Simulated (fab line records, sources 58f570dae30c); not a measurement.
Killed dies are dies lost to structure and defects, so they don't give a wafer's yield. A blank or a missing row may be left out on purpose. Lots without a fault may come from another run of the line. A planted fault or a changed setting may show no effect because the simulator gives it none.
Chamber matching | flow berkeley_cmos170 | UCB170_ACTIVE_ETCH_15 on rie_diel-01: 4 sister chambers
The step etches Si3N4 in CH3F/Ar/O2, stops on SiO2, target depth 242 nm, time 151 s. 4 wafers are shown with their chamber, then 10 later ones without.

WAFERS WITH THEIR CHAMBER
wafer  | chamber | drypump_motor_current_A (A)
L085.2 | 1       | 5.4
L085.4 | 0       | 6.5
L087.1 | 3       | 5.6
L087.4 | 2       | 6.2

WAFERS WITHOUT THEIR CHAMBER
wafer  | drypump_motor_current_A (A)
L087.6 | 5.6
L090.1 | 6.5
L090.4 | 5.4
L090.5 | 5.4
L093.4 | 5.4
L093.5 | 5.4
L093.6 | 6.1
L096.1 | 6.2
L096.2 | 5.4
L096.5 | 5.4

WHICH CHAMBER EACH WENT THROUGH
wafer  | from the rows above | in truth
L087.6 | 3                   | 3
L090.1 | 0                   | 0
L090.4 | 1                   | 1
L090.5 | 1                   | 1
L093.4 | 1                   | 1
L093.5 | 1                   | 1
L093.6 | 2                   | 2
L096.1 | 2                   | 2
L096.2 | 1                   | 1
L096.5 | 1                   | 1
Placed correctly: 10 of 10. Can't be placed from these rows: 0. Placed wrongly: 0.
How it was worked out, from the rows above alone: a wafer's distance from a chamber is the root of the sum, over the readings, of the square of ((its reading less the chamber's mean) divided by the reading's scatter). The wafer belongs to the nearest chamber; if the next one is less than 2 further off, it can't be placed. A chamber's mean is the mean of its shown wafers. The scatter: with one shown wafer a chamber, the root of the mean of the squares of how far each hidden wafer lies from its nearest shown one.
